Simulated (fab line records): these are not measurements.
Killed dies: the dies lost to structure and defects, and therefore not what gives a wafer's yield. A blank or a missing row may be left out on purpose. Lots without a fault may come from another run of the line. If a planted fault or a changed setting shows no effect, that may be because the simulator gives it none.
fab line records	flow berkeley-cmos170	part 1 of 2: steps 1 to 37 of 44
record: lots: 7	wafers: 21	last-day: 13
route steps=331 shown PVT@118 GATE@125 FIELD@126 PLDD@145 NLDD@158 SILICIDE@210 M3@331
lots that met no fault: taken from a fault-free run of the same line
start-h: hours from the record's first day to the start of the lot's first wafer shown	wait-h: hours elapsed since this lot's preceding step	" repeats the value in the row above	L1.1+2: a single row standing in for several wafers	- value missing, or start not given	* or withheld: withheld	< > ~ a bound
route shown NAME@n: NAME is a module with steps in the file, n the number in the route of the first one	usual: mean and standard deviation over wafers with no fault	same: alike in all rows	chamber/n: place in a boat	sites: per-site readings	_std_site: their standard deviation	_edge_site: outer sites' mean less inner sites'	radius-mm: how far each site lies from the wafer's centre	mask NAME#n: copy n	behind: the last tool/chamber to shape the wafer	hold: reason for holding the lot/hours on hold/outcome of the hold	device: names the non-switching transistor (n, p or np)	end of line: tests of these same wafers at the route's end	a step with no rows: only its recipe	killed: the dies lost at the first sort to structure and to defects; this is not the yield of the wafer	map: a wafer's dies, x killed, . not, _ none there
set.NAME: the setting that was run; set.NAME@STEP: the one run at that earlier step	model.NAME: the simulator's own value behind a step, which no gauge read
lots seen at some steps along the route; tables by step, rows by wafer
services: when a tool's chamber went out of use (start-h, in hours from the record's first day, below 0 if earlier), for how many hours, and the reason
== steps ==
step: UCB170_PVT_EXPOSE_03
recipe: mask-id: NWELL	target-cd-nm: 3000	na: 0.5	sigma-outer: 0.6	source-shape: conventional	dose-mj: 30
step: UCB170_PVT_PEB_04
recipe: peb-temp-c: 130	peb-time-s: withheld	resist: KrF
step: UCB170_PVT_DEVELOP_05
recipe: developer: TMAH	develop-time-s: 45	resist: KrF	dev-temp-c: 21
step: UCB170_PVT_OVL_MEAS_06
usual: PVT_OVL: 1/5.6
lot.wafer	tool	chamber	start-h	wait-h	PVT_OVL[nm]
L825.2	overlay-01	-	139.11	-	4
L825.3	"	-	"	"	4
L825.6	"	-	"	"	0
L832.3	overlay-01	-	174.36	-	-2
L832.4	"	-	"	"	-8
L832.6	"	-	"	"	-2
L838.1	overlay-01	-	206.66	-	1
L838.5	"	-	"	"	6
L838.6	"	-	"	"	9
L842.1	overlay-02	-	221.33	-	6
L842.2	"	-	"	"	0
L842.5	"	-	"	"	0
L841.2	overlay-02	-	221.98	-	-1
L841.5	"	-	"	"	-10
L841.6	"	-	"	"	-5
L843.1	overlay-02	-	228.21	-	3
L843.3	"	-	"	"	10
L843.6	"	-	"	"	-1
L846.2	overlay-02	-	250.05	-	4
L846.3	"	-	"	"	4
L846.6	"	-	"	"	4
step: UCB170_PVT_IMPLANT_07
recipe: species: P	dose-cm2: 2e+12	energy-kev: 30	tilt-deg: 7
step: UCB170_PVT_STRIP_08
recipe: chemistry: O2	power-w: 400	pressure-mtorr: 3500	platen-temp-c: withheld	o2-flow-sccm: 400	overash-fraction: 0.5
usual: drypump-motor-current-A: 5.4/0.35	oes-product-au: 0.735/0.0045	strip-time-to-endpoint-s: 21.65/0.064
lot.wafer	tool	chamber	start-h	wait-h	drypump-motor-current-A	oes-product-au	rf-hours-counter-h	strip-time-to-endpoint-s
L825.2	plasma-asher-03	0	139.29	0.1	4.9	0.738	36	21.66
L825.3	"	1	"	"	5.7	0.732	-	21.65
L825.6	"	0	"	"	4.9	0.735	-	21.60
L832.3	plasma-asher-01	1	174.57	0.1	5.8	0.743	-	21.62
L832.4	"	0	"	"	5.4	0.735	-	21.61
L832.6	"	1	"	"	5.8	0.735	-	21.57
L838.1	plasma-asher-02	0	206.85	0.1	5.2	0.745	49	21.80
L838.5	"	0	"	"	5.2	0.736	-	21.77
L838.6	"	1	"	"	5.0	0.735	-	21.75
L842.1	plasma-asher-01	0	221.52	0.1	5.4	0.729	50	21.63
L842.2	"	1	"	"	5.8	0.737	50	21.65
L842.5	"	1	"	"	5.8	0.750	-	21.65
L841.2	plasma-asher-01	1	222.16	0.1	5.8	0.732	51	21.65
L841.5	"	0	"	"	5.4	0.738	-	21.75
L841.6	"	1	"	"	5.7	0.732	-	21.64
L843.1	plasma-asher-01	0	228.39	0.1	5.4	0.735	51	21.64
L843.3	"	0	"	"	5.4	0.736	-	21.61
L843.6	"	0	"	"	5.4	0.728	-	21.59
L846.2	plasma-asher-01	0	250.23	0.1	5.4	0.733	53	21.73
L846.3	"	0	"	"	5.4	0.729	-	21.67
L846.6	"	1	"	"	5.7	0.731	-	21.77
step: UCB170_PVT_TW_MEAS_09
usual: PVT_TW: 505/4.4
lot.wafer	tool	chamber	start-h	wait-h	PVT_TW
L825.2	film-metro-04	-	139.40	0.1	507
L825.3	"	-	"	"	511
L825.6	"	-	"	"	509
L832.3	film-metro-03	-	174.66	0.1	499
L832.4	"	-	"	"	501
L832.6	"	-	"	"	499
L838.1	film-metro-04	-	206.95	0.1	508
L838.5	"	-	"	"	510
L838.6	"	-	"	"	509
L842.1	film-metro-01	-	221.62	0.1	504
L842.2	"	-	"	"	502
L842.5	"	-	"	"	500
L841.2	film-metro-04	-	222.27	0.1	511
L841.5	"	-	"	"	509
L841.6	"	-	"	"	510
L843.1	film-metro-03	-	228.49	0.1	502
L843.3	"	-	"	"	504
L843.6	"	-	"	"	503
L846.2	film-metro-03	-	250.34	0.1	497
L846.3	"	-	"	"	498
L846.6	"	-	"	"	500
step: UCB170_GATE_WET_ETCH_00
recipe: chemistry: dHF	dilution: 25:1	target: SiO2	temp-c: 25	time-s: 200
step: UCB170_FIELD_THK_MEAS_91
recipe: reads: SiO2_of_FIELD_OXIDATION_01
usual: FIELD_OXIDE_LEFT_2_THK: 353/11
lot.wafer	tool	chamber	start-h	wait-h	FIELD_OXIDE_LEFT_2_THK[nm]
L825.2	film-metro-01	-	139.52	0.0	351
L825.3	"	-	"	"	349
L825.6	"	-	"	"	350
L832.3	film-metro-03	-	174.80	0.0	359
L832.4	"	-	"	"	369
L832.6	"	-	"	"	352
L838.1	film-metro-04	-	207.13	0.1	340
L838.5	"	-	"	"	344
L838.6	"	-	"	"	345
L842.1	film-metro-04	-	221.74	0.0	348
L842.2	"	-	"	"	343
L842.5	"	-	"	"	341
L841.2	film-metro-03	-	223.25	0.0	342
L841.5	"	-	"	"	340
L841.6	"	-	"	"	346
L843.1	film-metro-01	-	228.62	0.0	349
L843.3	"	-	"	"	348
L843.6	"	-	"	"	344
L846.2	film-metro-04	-	250.47	0.0	388
L846.3	"	-	"	"	390
L846.6	"	-	"	"	389
step: UCB170_GATE_OXIDATION_01
recipe: temp-c: 850	ambient: O2	target-thk-a: 66	ox-time-s: 1800
step: UCB170_GATE_THK_MEAS_02
recipe: reads: SiO2_of_GATE_OXIDATION_01
usual: GATE_OXIDE_THK: 6.60/0.17
lot.wafer	tool	chamber	start-h	wait-h	GATE_OXIDE_THK[nm]
L825.2	film-metro-01	-	145.01	0.0	6.55
L825.3	"	-	"	"	6.53
L825.6	"	-	"	"	6.59
L832.3	film-metro-04	-	180.65	0.0	6.73
L832.4	"	-	"	"	6.74
L832.6	"	-	"	"	6.69
L838.1	film-metro-01	-	212.35	0.0	7.02
L838.5	"	-	"	"	6.94
L838.6	"	-	"	"	6.98
L842.1	film-metro-01	-	226.60	0.0	6.46
L842.2	"	-	"	"	6.58
L842.5	"	-	"	"	6.42
L841.2	film-metro-02	-	226.61	0.0	6.46
L841.5	"	-	"	"	6.41
L841.6	"	-	"	"	6.36
L843.1	film-metro-01	-	235.61	0.0	6.39
L843.3	"	-	"	"	6.51
L843.6	"	-	"	"	6.55
L846.2	film-metro-02	-	255.66	0.0	6.90
L846.3	"	-	"	"	6.83
L846.6	"	-	"	"	6.91
step: UCB170_GATE_ANNEAL_03
recipe: temp-c: 900	time-s: 1800	ambient: N2
step: UCB170_GATE_CVD_04
recipe: material: poly-Si	temp-c: 610	precursor: SiH4	time-s: 1440	pressure-mtorr: 375	target-thk-nm: 214	sih4-flow-sccm: 120
usual: zone-power-centre-pct: 26.8/2.6
lot.wafer	tool	chamber	start-h	wait-h	zone-power-centre-pct	model.poly-Si_of_GATE_CVD_04.thk-nm
L825.2	lpcvd-02	1	151.03	0.7	30.3	213.8
L825.3	"	1	"	"	30.1	213
L825.6	"	1	"	"	29.6	213.7
L832.3	lpcvd-01	0	185.55	0.0	23.5	212.4
L832.4	"	0	"	"	23.1	214.8
L832.6	"	0	"	"	23.5	212.1
L838.1	lpcvd-02	0	219.33	0.0	29.3	216.3
L838.5	"	0	"	"	29.0	216.8
L838.6	"	0	"	"	28.8	216.6
L841.2	lpcvd-01	1	234.03	0.0	27.4	228.6
L841.5	"	1	"	"	26.6	231.7
L841.6	"	1	"	"	27.3	230.9
L842.1	lpcvd-01	0	234.03	0.0	23.3	229.8
L842.2	"	0	"	"	23.2	229.6
L842.5	"	0	"	"	23.9	230.3
L843.1	lpcvd-01	0	241.25	0.0	23.7	232.9
L843.3	"	0	"	"	23.9	232.2
L843.6	"	0	"	"	23.7	232.3
L846.2	lpcvd-02	0	260.58	0.0	28.6	213.4
L846.3	"	0	"	"	28.2	215.1
L846.6	"	0	"	"	28.9	212.1
step: UCB170_GATE_THK_MEAS_05
recipe: reads: poly-Si_of_GATE_CVD_04
usual: GATE_POLY_THK: 214.0/1.6
lot.wafer	tool	chamber	start-h	wait-h	GATE_POLY_THK[nm]
L825.2	film-metro-01	-	152.44	0.0	213.8
L825.3	"	-	"	"	213.1
L825.6	"	-	"	"	213.9
L832.3	film-metro-04	-	187.67	0.0	212.3
L832.4	"	-	"	"	214.9
L832.6	"	-	"	"	211.9
L838.1	film-metro-02	-	220.86	0.1	216.4
L838.5	"	-	"	"	216.9
L838.6	"	-	"	"	216.6
L842.1	film-metro-02	-	235.43	0.0	229.9
L842.2	"	-	"	"	229.6
L842.5	"	-	"	"	230.2
L841.2	film-metro-04	-	235.44	0.0	228.5
L841.5	"	-	"	"	231.9
L841.6	"	-	"	"	230.9
L843.1	film-metro-02	-	242.65	0.0	232.8
L843.3	"	-	"	"	232.1
L843.6	"	-	"	"	232.4
L846.2	film-metro-02	-	261.99	0.0	213.6
L846.3	"	-	"	"	215.0
L846.6	"	-	"	"	212.0
step: UCB170_GATE_COAT_06
recipe: resist: BARC	temp-c: withheld	time-s: withheld	spin-rpm: 3000	resist-thk-nm: withheld
step: UCB170_GATE_COAT_07
recipe: resist: KrF	spin-rpm: 1500	resist-thk-nm: 900
step: UCB170_GATE_SOFTBAKE_08
recipe: resist: KrF	temp-c: 130	time-s: 60
step: UCB170_GATE_EXPOSE_09
recipe: mask-id: POLY	target-cd-nm: 350	na: 0.5	sigma-outer: 0.6	source-shape: conventional	dose-mj: 21
step: UCB170_GATE_PEB_10
recipe: peb-temp-c: 130.5	peb-time-s: withheld	resist: KrF
step: UCB170_GATE_DEVELOP_11
recipe: developer: TMAH	develop-time-s: 45	resist: KrF	dev-temp-c: 21
step: UCB170_GATE_CD_MEAS_12
recipe: target-cd-nm: 350
usual: cd-nm: 349.8/1.5
lot.wafer	tool	chamber	start-h	wait-h	cd-nm
L825.2	cd-sem-01	-	153.36	-	349.4
L825.3	"	-	"	"	349.8
L825.6	"	-	"	"	349.1
L832.3	cd-sem-01	-	188.84	-	348.7
L832.4	"	-	"	"	349.4
L832.6	"	-	"	"	349.9
L838.1	cd-sem-02	-	222.77	-	350.2
L838.5	"	-	"	"	348.5
L838.6	"	-	"	"	349.8
L841.2	cd-sem-02	-	236.48	-	349.1
L841.5	"	-	"	"	349.0
L841.6	"	-	"	"	348.8
L842.1	cd-sem-01	-	236.70	-	351.3
L842.2	"	-	"	"	351.1
L842.5	"	-	"	"	351.4
L843.1	cd-sem-01	-	243.67	-	350.9
L843.3	"	-	"	"	350.1
L843.6	"	-	"	"	350.5
L846.2	cd-sem-01	-	267.05	-	348.6
L846.3	"	-	"	"	350.4
L846.6	"	-	"	"	349.6
step: UCB170_GATE_OVL_MEAS_13
usual: GATE_OVL: 1/5.7
lot.wafer	tool	chamber	start-h	wait-h	GATE_OVL[nm]
L825.2	overlay-01	-	153.46	0.1	2
L825.3	"	-	"	"	-3
L825.6	"	-	"	"	-4
L832.3	overlay-02	-	188.93	0.1	0
L832.4	"	-	"	"	-3
L832.6	"	-	"	"	0
L838.1	overlay-02	-	222.89	0.1	-3
L838.5	"	-	"	"	4
L838.6	"	-	"	"	-2
L841.2	overlay-02	-	236.58	0.1	5
L841.5	"	-	"	"	9
L841.6	"	-	"	"	9
L842.1	overlay-01	-	236.82	0.1	2
L842.2	"	-	"	"	2
L842.5	"	-	"	"	6
L843.1	overlay-01	-	243.79	0.1	1
L843.3	"	-	"	"	2
L843.6	"	-	"	"	0
L846.2	overlay-02	-	267.16	0.1	8
L846.3	"	-	"	"	4
L846.6	"	-	"	"	3
step: UCB170_GATE_ETCH_14
recipe: chemistry: N2/H2	target-depth-a: withheld	overetch-a: withheld	target: BARC	time-s: withheld	source-w: 500	bias-w: 100	pressure-mtorr: 30	n2-flow-sccm: 100	h2-flow-sccm: 200
usual: bias-w: 100.0/0.3	drypump-motor-current-A: 5.8/0.54	oes-product-au: 0.995/0.02	rf-fwd-power-W: 493.7/2.1	throttle-valve-pct: 13.29/0.16
lot.wafer	tool	chamber	start-h	wait-h	bias-w	drypump-motor-current-A	oes-product-au	rf-fwd-power-W	throttle-valve-pct
L825.2	rie-diel-02	2	153.49	0.0	100.0	6.1	1.021	490.6	13.11
L825.3	"	3	"	"	99.8	6.2	0.983	494.0	12.97
L825.6	"	0	"	"	99.9	5.6	0.990	493.7	13.52
L832.3	rie-diel-03	0	188.96	0.0	100.7	6.3	1.031	492.9	13.31
L832.4	"	2	"	"	100.3	6.3	1.015	493.8	13.26
L832.6	"	1	"	"	100.3	6.5	0.996	489.5	13.46
L838.1	rie-diel-02	1	222.93	0.0	100.1	5.2	0.980	494.4	13.26
L838.5	"	2	"	"	100.2	6.1	1.007	491.2	13.09
L838.6	"	3	"	"	100.1	6.2	0.981	489.2	12.98
L841.2	rie-diel-04	3	236.61	0.0	100.1	4.8	0.968	495.9	13.43
L841.5	"	0	"	"	100.1	5.6	1.012	496.8	13.12
L841.6	"	1	"	"	99.8	5.6	0.978	496.3	13.33
L842.1	rie-diel-03	2	236.85	0.0	99.5	6.3	1.024	495.2	13.25
L842.2	"	3	"	"	99.7	5.0	0.965	492.5	13.32
L842.5	"	1	"	"	100.0	6.6	1.007	489.9	13.46
L843.1	rie-diel-04	1	243.83	0.0	100.2	5.6	0.974	492.7	13.32
L843.3	"	3	"	"	100.1	4.8	0.975	497.4	13.42
L843.6	"	1	"	"	100.3	5.6	0.971	495.4	13.32
L846.2	rie-diel-02	1	267.19	0.0	100.0	5.2	0.995	494.5	13.27
L846.3	"	0	"	"	99.5	5.6	0.980	494.8	13.49
L846.6	"	0	"	"	100.3	5.5	0.982	491.1	13.49
step: UCB170_GATE_ETCH_15
recipe: chemistry: HBr/Cl2	target: poly-Si	stop-on: SiO2	over-etch-frac: 0.3	icp-w: 300	bias-w: 150	time-s: 56.3	pressure-mtorr: 15	HBr_flow_sccm: 150	Cl2_flow_sccm: 50	target-depth-a: 2782
usual: bias-w: 150.0/0.37	drypump-motor-current-A: 5.72/0.29	oes-product-au: 0.833/0.0099	rf-fwd-power-W: 297.4/1.3	throttle-valve-pct: 26.48/0.27
lot.wafer	tool	chamber	start-h	wait-h	bias-w	drypump-motor-current-A	oes-product-au	rf-fwd-power-W	rf-hours-counter-h	throttle-valve-pct	model.etch.depth-nm	model.GATE.feature-depth-nm
L825.2	rie-si-01	2	153.54	-	149.9	5.48	0.828	298.9	50	26.53	213.8	213.8
L825.3	"	3	"	"	149.6	6.28	0.827	297.9	12	26.17	213	213
L825.6	"	3	"	"	149.8	6.26	0.835	297.6	-	26.16	213.7	213.8
L832.3	rie-si-01	3	189.00	-	149.4	6.28	0.827	297.9	12	26.17	212.4	212.4
L832.4	"	0	"	"	149.6	5.85	0.825	296.7	107	26.83	214.8	214.8
L832.6	"	3	"	"	149.9	6.27	0.818	299.4	-	26.17	212.1	212.1
L838.1	rie-si-01	2	222.97	-	150.4	5.44	0.837	297.5	51	26.53	216.3	216.3
L838.5	"	3	"	"	150.3	6.28	0.838	299.2	-	26.16	216.8	216.8
L838.6	"	0	"	"	149.6	5.79	0.827	296.9	-	26.84	216.6	216.6
L841.2	rie-si-02	3	236.65	-	150.5	5.77	0.889	296.8	0	26.10	228.6	228.6
L841.5	"	3	"	"	150.0	5.76	0.893	297.9	-	26.06	231.7	231.7
L841.6	"	2	"	"	149.2	5.85	0.897	297.8	-	26.65	230.9	230.9
L842.1	rie-si-01	1	236.90	-	150.3	5.18	0.873	299.6	0	26.00	229.8	229.9
L842.2	"	3	"	"	149.9	6.29	0.870	299.5	12	26.17	229.6	229.7
L842.5	"	1	"	"	149.8	5.16	0.871	296.9	-	26.02	230.3	230.3
L843.1	rie-si-02	1	243.87	-	150.3	5.67	0.882	295.6	89	26.77	232.9	233
L843.3	"	3	"	"	150.4	5.78	0.908	298.5	0	26.09	232.2	232.2
L843.6	"	3	"	"	150.0	5.76	0.904	299.4	-	26.08	232.3	232.3
L846.2	rie-si-02	0	267.23	-	150.0	5.55	0.833	296.3	34	26.43	213.4	213.4
L846.3	"	2	"	"	149.6	5.84	0.848	297.8	2	26.64	215.1	215.1
L846.6	"	2	"	"	150.2	5.84	0.830	297.8	-	26.64	212.1	212.1
step: UCB170_GATE_STRIP_16
recipe: chemistry: O2	power-w: 400	pressure-mtorr: 3500	platen-temp-c: withheld	o2-flow-sccm: 400	overash-fraction: 0.5
usual: drypump-motor-current-A: 5.36/0.22	oes-product-au: 0.724/0.0041
lot.wafer	tool	chamber	start-h	wait-h	drypump-motor-current-A	oes-product-au	rf-hours-counter-h
L825.2	plasma-asher-02	0	153.58	0.0	5.18	0.724	43
L825.3	"	1	"	"	5.05	0.720	-
L825.6	"	0	"	"	5.20	0.724	-
L832.3	plasma-asher-02	0	189.08	0.1	5.18	0.726	-
L832.4	"	1	"	"	5.06	0.721	-
L832.6	"	1	"	"	5.07	0.721	-
L838.1	plasma-asher-01	1	223.02	0.0	5.74	0.726	51
L838.5	"	1	"	"	5.74	0.725	-
L838.6	"	0	"	"	5.41	0.729	-
L841.2	plasma-asher-02	0	236.70	0.0	5.20	0.723	52
L841.5	"	0	"	"	5.20	0.722	-
L841.6	"	1	"	"	5.06	0.724	-
L842.1	plasma-asher-01	1	236.94	0.0	5.72	0.721	52
L842.2	"	0	"	"	5.40	0.720	52
L842.5	"	0	"	"	5.39	0.720	-
L843.1	plasma-asher-01	1	243.92	0.0	5.73	0.724	53
L843.3	"	0	"	"	5.40	0.728	-
L843.6	"	1	"	"	5.78	0.721	-
L846.2	plasma-asher-04	0	267.28	0.0	5.49	0.725	16
L846.3	"	1	"	"	5.44	0.729	-
L846.6	"	0	"	"	5.48	0.719	-
step: UCB170_GATE_CD_MEAS_90
recipe: target-cd-nm: 350
usual: cd-nm: 349.5/1.4
lot.wafer	tool	chamber	start-h	wait-h	cd-nm
L825.2	cd-sem-01	-	153.70	0.1	349.6
L825.3	"	-	"	"	349.4
L825.6	"	-	"	"	349.4
L832.3	cd-sem-01	-	189.19	0.1	347.1
L832.4	"	-	"	"	348.8
L832.6	"	-	"	"	349.6
L838.1	cd-sem-02	-	223.12	0.1	349.4
L838.5	"	-	"	"	348.6
L838.6	"	-	"	"	349.0
L841.2	cd-sem-02	-	236.82	0.1	349.8
L841.5	"	-	"	"	348.9
L841.6	"	-	"	"	349.4
L842.1	cd-sem-01	-	237.04	0.1	350.0
L842.2	"	-	"	"	350.7
L842.5	"	-	"	"	351.0
L843.1	cd-sem-02	-	244.02	0.1	351.0
L843.3	"	-	"	"	351.0
L843.6	"	-	"	"	350.9
L846.2	cd-sem-01	-	267.40	0.1	347.7
L846.3	"	-	"	"	350.2
L846.6	"	-	"	"	349.5
step: UCB170_GATE_CLEAN_17
recipe: chemistry: SPM	temp-c: 120	time-s: 600
step: UCB170_PLDD_HMDS_00
recipe: prime-time-s: 60	prime-temp-c: 99.49
step: UCB170_PLDD_COAT_01
recipe: resist: KrF	spin-rpm: 1500	resist-thk-nm: 900
step: UCB170_PLDD_SOFTBAKE_02
recipe: resist: KrF	temp-c: 130	time-s: 60
step: UCB170_PLDD_EXPOSE_03
recipe: mask-id: PSELECT	na: 0.5	sigma-outer: 0.6	source-shape: conventional	target-cd-nm: 1200	dose-mj: 30
step: UCB170_PLDD_PEB_04
recipe: peb-temp-c: 130	peb-time-s: withheld	resist: KrF
step: UCB170_PLDD_DEVELOP_05
recipe: developer: TMAH	develop-time-s: 45	resist: KrF	dev-temp-c: 21
step: UCB170_PLDD_CD_MEAS_06
recipe: target-cd-nm: 1200
usual: cd-nm: 1199.9/1.4
lot.wafer	tool	chamber	start-h	wait-h	cd-nm
L825.2	cd-sem-01	-	157.83	-	1200.8
L825.3	"	-	"	"	1200.3
L825.6	"	-	"	"	1201.3
L832.3	cd-sem-02	-	190.82	-	1202.0
L832.4	"	-	"	"	1201.6
L832.6	"	-	"	"	1201.9
L838.1	cd-sem-02	-	224.94	-	1201.6
L838.5	"	-	"	"	1201.2
L838.6	"	-	"	"	1200.5
L842.1	cd-sem-01	-	241.17	-	1200.8
L842.2	"	-	"	"	1200.9
L842.5	"	-	"	"	1199.9
L841.2	cd-sem-02	-	241.24	-	1199.2
L841.5	"	-	"	"	1200.4
L841.6	"	-	"	"	1200.6
L843.1	cd-sem-02	-	245.33	-	1199.5
L843.3	"	-	"	"	1200.5
L843.6	"	-	"	"	1200.0
L846.2	cd-sem-02	-	269.90	-	1199.4
L846.3	"	-	"	"	1199.2
L846.6	"	-	"	"	1198.5
step: UCB170_PLDD_OVL_MEAS_07
usual: PLDD_OVL: 0/5.3
lot.wafer	tool	chamber	start-h	wait-h	PLDD_OVL[nm]
L825.2	overlay-01	-	157.94	0.1	4
L825.3	"	-	"	"	1
L825.6	"	-	"	"	-1
L832.3	overlay-02	-	190.91	0.1	1
L832.4	"	-	"	"	5
L832.6	"	-	"	"	7
L838.1	overlay-01	-	225.06	0.1	-8
L838.5	"	-	"	"	-7
L838.6	"	-	"	"	-2
L842.1	overlay-01	-	241.29	0.1	0
L842.2	"	-	"	"	0
L842.5	"	-	"	"	3
L841.2	overlay-02	-	241.34	0.1	-1
L841.5	"	-	"	"	4
L841.6	"	-	"	"	2
L843.1	overlay-02	-	245.45	0.1	-4
L843.3	"	-	"	"	-2
L843.6	"	-	"	"	2
L846.2	overlay-01	-	270.00	0.1	-2
L846.3	"	-	"	"	2
L846.6	"	-	"	"	-7
step: UCB170_PLDD_IMPLANT_08
recipe: species: BF2	dose-cm2: 5e+13	energy-kev: 10	tilt-deg: 7	rotation-deg: 0
step: UCB170_PLDD_IMPLANT_09
recipe: species: BF2	dose-cm2: 5e+13	energy-kev: 10	tilt-deg: 7	rotation-deg: 180
== key ==
first-sign: step: UCB170_GATE_THK_MEAS_05	reading: GATE_POLY_THK	direction: up	sigmas: 10	usual: 214.0	struck: 230.9
effect: step: UCB170_GATE_ETCH_15	reading: oes-product-au	direction: up	sigmas: 5.5	usual: 0.833	struck: 0.888
model-effect: step: UCB170_GATE_CVD_04	value: poly-Si_of_GATE_CVD_04.thk-nm	without: 214.1	struck: 230.9
model-effect: step: UCB170_GATE_ETCH_15	value: etch.depth-nm	without: 214.1	struck: 230.9
model-effect: step: UCB170_SILICIDE_PRE_CLEAN_00	value: poly-Si_of_GATE_CVD_04.thk-nm	without: 207.2	struck: 224.1
model-effect: step: UCB170_M3_PROBE_99	value: etest.pldd.rs-ohm-sq	without: 1088	struck: 1121
met-at UCB170_GATE_CVD_04
struck-wafers L841.2,L841.5,L841.6,L842.1,L842.2,L842.5,L843.1,L843.3,L843.6
tester-left-out L841,L842,L843
onset-between 185.55 234.03
fault: kind: process-parameter-drift	tool: lpcvd-01	chamber: -	onset-h: 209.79	steps: UCB170_GATE_CVD_04	channel: target-thk-nm	offset: 16.853	shape: step	end-h: 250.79	acts-in: these-recipes-only	stated: 214
tester-left-out: of these lots the tester's yield and bins aren't shown, on N5 and GAA mostly nor the transistor test; their killed dies are dies lost to structure and defects alone, not to doping, threshold or leakage, so they don't give the yield
